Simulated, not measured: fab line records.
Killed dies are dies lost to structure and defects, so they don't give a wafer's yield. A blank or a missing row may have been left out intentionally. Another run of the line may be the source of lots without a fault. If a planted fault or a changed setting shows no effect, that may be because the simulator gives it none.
What tool caused it? :: flow berkeleyCmos170 :: Sampling: 14 lots, 42 wafers, 4 of 331 route steps

## WHAT EACH GAUGE READ, for each wafer
UCB170_CONTACT_CD_MEAS_15 targets a cd of 700 nm. Usual: cdNm at 699.9 nm, with a standard deviation of 1.4.
lot: L363
measured: day 6 16:05
on: cdSem-02
cdNm (nm): 699.7 698.7 698.2
flag: 

lot: L364
measured: day 6 20:13
on: cdSem-02
cdNm (nm): 701.6 701.7 701.6
flag: 

lot: L366
measured: day 7 09:18
on: cdSem-02
cdNm (nm): 698.7 699.2 699.6
flag: 

lot: L365
measured: day 7 09:34
on: cdSem-02
cdNm (nm): 698.8 699.2 702.0
flag: 

lot: L367
measured: day 7 12:02
on: cdSem-02
cdNm (nm): 699.7 699.9 700.4
flag: 

lot: L368
measured: day 7 17:53
on: cdSem-02
cdNm (nm): 699.3 699.5 699.7
flag: 

lot: L371
measured: day 7 18:41
on: cdSem-01
cdNm (nm): 699.3 699.3 700.0
flag: 

lot: L370
measured: day 7 19:34
on: cdSem-01
cdNm (nm): 703.3 701.7 702.6
flag: 

lot: L372
measured: day 8 11:48
on: cdSem-01
cdNm (nm): 700.2 699.4 700.5
flag: 

lot: L373
measured: day 8 17:53
on: cdSem-01
cdNm (nm): 700.6 701.4 701.1
flag: 

lot: L380
measured: day 10 17:24
on: cdSem-01
cdNm (nm): 699.5 700.5 700.9
flag: 

lot: L382
measured: day 10 17:41
on: cdSem-01
cdNm (nm): 699.8 699.3 699.1
flag: 

lot: L381
measured: day 10 18:57
on: cdSem-01
cdNm (nm): 697.7 697.3 697.7
flag: 

lot: L383
measured: day 11 02:48
on: cdSem-02
cdNm (nm): 699.0 699.8 698.6
flag: 

UCB170_M3_OVL_MEAS_16. Usual: M3_OVL gives -2 nm (standard deviation 5.6).
lot: L363
measured: day 7 11:27
on: overlay-02
M3_OVL (nm): 7 6 -2
flag: 

lot: L364
measured: day 7 14:17
on: overlay-02
M3_OVL (nm): 2 2 -3
flag: 

lot: L366
measured: day 8 06:05
on: overlay-02
M3_OVL (nm): 5 -10 1
flag: 

lot: L365
measured: day 8 05:14
on: overlay-01
M3_OVL (nm): 4 -5 6
flag: 

lot: L367
measured: day 8 05:31
on: overlay-01
M3_OVL (nm): 6 9 5
flag: 

lot: L368
measured: day 8 12:37
on: overlay-02
M3_OVL (nm): 2 0 1
flag: 

lot: L371
measured: day 8 12:54
on: overlay-01
M3_OVL (nm): 8 0 -2
flag: 

lot: L370
measured: day 8 13:29
on: overlay-02
M3_OVL (nm): 2 -9 0
flag: 

lot: L372
measured: day 9 07:56
on: overlay-02
M3_OVL (nm): -9 -4 -6
flag: 

lot: L373
measured: day 9 11:41
on: overlay-01
M3_OVL (nm): 1 -7 -6
flag: 

lot: L380
measured: day 11 11:36
on: overlay-01
M3_OVL (nm): -4 -6 -5
flag: 

lot: L382
measured: day 11 11:22
on: overlay-02
M3_OVL (nm): -6 -9 -10
flag: 

lot: L381
measured: day 11 15:27
on: overlay-02
M3_OVL (nm): -3 1 -9
flag: 

lot: L383
measured: day 11 18:50
on: overlay-01
M3_OVL (nm): 2 -5 1
flag: 

## TOOL THAT RAN EACH LOT (tool first, then ch and the chambers of the sampled wafers, then the start)
lot: L363
UCB170_V1_SOFTBAKE_08: lithoTrack-03 ch 0, day 7 00:58
UCB170_M2_ETCH_17: rieDiel-01 ch 0,1, day 7 04:22

lot: L364
UCB170_V1_SOFTBAKE_08: lithoTrack-03 ch 0, day 7 04:02
UCB170_M2_ETCH_17: rieDiel-01 ch 0,1,2, day 7 07:28

lot: L366
UCB170_V1_SOFTBAKE_08: lithoTrack-02 ch 0, day 7 20:25
UCB170_M2_ETCH_17: rieDiel-01 ch 0,2,3, day 8 00:06

lot: L365
UCB170_V1_SOFTBAKE_08: lithoTrack-01 ch 0, day 7 19:52
UCB170_M2_ETCH_17: rieDiel-02 ch 0,1,3, day 7 23:19

lot: L367
UCB170_V1_SOFTBAKE_08: lithoTrack-01 ch 0, day 7 20:19
UCB170_M2_ETCH_17: rieDiel-02 ch 1,2, day 7 23:35

lot: L368
UCB170_V1_SOFTBAKE_08: lithoTrack-01 ch 0, day 8 03:23
UCB170_M2_ETCH_17: rieDiel-04 ch 0,1,3, day 8 07:17

lot: L371
UCB170_V1_SOFTBAKE_08: lithoTrack-03 ch 0, day 8 03:37
UCB170_M2_ETCH_17: rieDiel-02 ch 1,2,3, day 8 07:34

lot: L370
UCB170_V1_SOFTBAKE_08: lithoTrack-01 ch 0, day 8 03:50
UCB170_M2_ETCH_17: rieDiel-04 ch 1,2, day 8 07:50

lot: L372
UCB170_V1_SOFTBAKE_08: lithoTrack-03 ch 0, day 8 21:05
UCB170_M2_ETCH_17: rieDiel-04 ch 1,2,3, day 9 02:43

lot: L373
UCB170_V1_SOFTBAKE_08: lithoTrack-01 ch 0, day 9 03:29
UCB170_M2_ETCH_17: rieDiel-02 ch 2,3, day 9 06:51

lot: L380
UCB170_V1_SOFTBAKE_08: lithoTrack-02 ch 0, day 11 01:25
UCB170_M2_ETCH_17: rieDiel-02 ch 1,2,3, day 11 04:58

lot: L382
UCB170_V1_SOFTBAKE_08: lithoTrack-03 ch 0, day 11 01:28
UCB170_M2_ETCH_17: rieDiel-01 ch 0,1,3, day 11 05:14

lot: L381
UCB170_V1_SOFTBAKE_08: lithoTrack-03 ch 0, day 11 04:54
UCB170_M2_ETCH_17: rieDiel-02 ch 0,1,3, day 11 10:02

lot: L383
UCB170_V1_SOFTBAKE_08: lithoTrack-03 ch 0, day 11 09:53
UCB170_M2_ETCH_17: rieDiel-02 ch 0,3, day 11 13:20
- UCB170_V1_SOFTBAKE_08: time 60 s.
- UCB170_M2_ETCH_17: etches BARC in N2/H2.

## WHAT THE TOOLS THEMSELVES READ (means of the sampled wafers that have a number; where no wafer has one, the mark that the record gives instead)
UCB170_V1_SOFTBAKE_08. Usual: exhaustPa 45.1 Pa, standard deviation 0.85; runLengthS 89.20 s, standard deviation 0.14.
lot: L363
tool: lithoTrack-03
exhaustPa (Pa): 45.5
runLengthS (s): 89.36
flag: 

lot: L364
tool: lithoTrack-03
exhaustPa (Pa): 45.1
runLengthS (s): 89.30
flag: 

lot: L366
tool: lithoTrack-02
exhaustPa (Pa): 44.1
runLengthS (s): 89.12
flag: 

lot: L365
tool: lithoTrack-01
exhaustPa (Pa): 44.3
runLengthS (s): 89.12
flag: 

lot: L367
tool: lithoTrack-01
exhaustPa (Pa): 45.4
runLengthS (s): 89.21
flag: 

lot: L368
tool: lithoTrack-01
exhaustPa (Pa): 44.9
runLengthS (s): 89.27
flag: 

lot: L371
tool: lithoTrack-03
exhaustPa (Pa): 45.5
runLengthS (s): 89.14
flag: 

lot: L370
tool: lithoTrack-01
exhaustPa (Pa): 44.1
runLengthS (s): 92.45
flag: OFF

lot: L372
tool: lithoTrack-03
exhaustPa (Pa): 45.9
runLengthS (s): 89.33
flag: 

lot: L373
tool: lithoTrack-01
exhaustPa (Pa): 46.0
runLengthS (s): 92.48
flag: OFF

lot: L380
tool: lithoTrack-02
exhaustPa (Pa): 44.4
runLengthS (s): 89.12
flag: 

lot: L382
tool: lithoTrack-03
exhaustPa (Pa): 46.0
runLengthS (s): 89.30
flag: 

lot: L381
tool: lithoTrack-03
exhaustPa (Pa): 45.7
runLengthS (s): 89.17
flag: 

lot: L383
tool: lithoTrack-03
exhaustPa (Pa): 44.6
runLengthS (s): 89.23
flag: 

UCB170_M2_ETCH_17. Usual: drypumpMotorCurrentA 6.0 A, standard deviation 0.42; n2FlowSccm 100.0 sccm, standard deviation 0.31; oesProductAu 0.992 a.u., standard deviation 0.015; throttleValvePct 13.26 %, standard deviation 0.19.
lot: L363
tool: rieDiel-01
drypumpMotorCurrentA (A): 5.7
n2FlowSccm (sccm): 100.0
oesProductAu (a.u.): 0.984
throttleValvePct (%): 13.46
flag: 

lot: L364
tool: rieDiel-01
drypumpMotorCurrentA (A): 6.0
n2FlowSccm (sccm): 100.1
oesProductAu (a.u.): 0.988
throttleValvePct (%): 13.32
flag: 

lot: L366
tool: rieDiel-01
drypumpMotorCurrentA (A): 6.2
n2FlowSccm (sccm): 99.9
oesProductAu (a.u.): 0.996
throttleValvePct (%): 13.34
flag: 

lot: L365
tool: rieDiel-02
drypumpMotorCurrentA (A): 6.3
n2FlowSccm (sccm): 99.9
oesProductAu (a.u.): 0.986
throttleValvePct (%): 13.12
flag: 

lot: L367
tool: rieDiel-02
drypumpMotorCurrentA (A): 5.8
n2FlowSccm (sccm): 100.3
oesProductAu (a.u.): 0.987
throttleValvePct (%): 13.33
flag: 

lot: L368
tool: rieDiel-04
drypumpMotorCurrentA (A): 5.9
n2FlowSccm (sccm): 99.9
oesProductAu (a.u.): 0.995
throttleValvePct (%): 13.36
flag: 

lot: L371
tool: rieDiel-02
drypumpMotorCurrentA (A): 6.0
n2FlowSccm (sccm): 100.2
oesProductAu (a.u.): 0.982
throttleValvePct (%): 13.19
flag: 

lot: L370
tool: rieDiel-04
drypumpMotorCurrentA (A): 5.7
n2FlowSccm (sccm): 100.0
oesProductAu (a.u.): 0.994
throttleValvePct (%): 13.31
flag: 

lot: L372
tool: rieDiel-04
drypumpMotorCurrentA (A): 5.6
n2FlowSccm (sccm): 100.1
oesProductAu (a.u.): 1.002
throttleValvePct (%): 13.20
flag: 

lot: L373
tool: rieDiel-02
drypumpMotorCurrentA (A): 5.8
n2FlowSccm (sccm): 99.8
oesProductAu (a.u.): 0.979
throttleValvePct (%): 13.17
flag: 

lot: L380
tool: rieDiel-02
drypumpMotorCurrentA (A): 6.0
n2FlowSccm (sccm): 100.2
oesProductAu (a.u.): 0.981
throttleValvePct (%): 13.20
flag: 

lot: L382
tool: rieDiel-01
drypumpMotorCurrentA (A): 6.0
n2FlowSccm (sccm): 100.5
oesProductAu (a.u.): 1.001
throttleValvePct (%): 13.40
flag: 

lot: L381
tool: rieDiel-02
drypumpMotorCurrentA (A): 6.3
n2FlowSccm (sccm): 99.9
oesProductAu (a.u.): 0.987
throttleValvePct (%): 13.12
flag: 

lot: L383
tool: rieDiel-02
drypumpMotorCurrentA (A): 6.3
n2FlowSccm (sccm): 100.3
oesProductAu (a.u.): 0.997
throttleValvePct (%): 13.17
flag: 

## THE ANSWER, worked out from the rows above alone
Rule: a lot is off if the mean of its wafers that have a number lies more than 3 standard deviations from the usual mean. A lot without any number at a reading at which 4 lots or more have one is off too. Any other lot the step has rows for is counted as sound. The gauges are gone through in route order, then the tools' own readings, and for those a lot's mean is taken as printed above. The first step at which some lot is off is used, and at that step the reading that is off furthest; a lot without a number counts as furthest.
Off: L370, L373 (UCB170_V1_SOFTBAKE_08, runLengthS).
If a tool, at that step or one of the process steps before it, ran each lot that is off and ran no sound lot following the first of them, it fits. One fits: UCB170_V1_SOFTBAKE_08 on lithoTrack-01. A fault onset in the window from L368 (day 8 03:23, its last sound lot) to L370 (day 8 03:50, its first lot off) fits.
The tool's own readings at UCB170_V1_SOFTBAKE_08 bear it out: on the lots that are off they differ by more than 5 times the standard deviation of the sound lots' means. runLengthS reads 92.47 s there against 89.22 s on the sound lots.

## WHAT HAD BEEN PUT IN BY THE SIMULATOR
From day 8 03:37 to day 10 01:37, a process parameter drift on lithoTrack-01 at UCB170_V1_SOFTBAKE_08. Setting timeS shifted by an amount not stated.
Shown lots that were struck: L370, L373. The rule above reached the same finding.
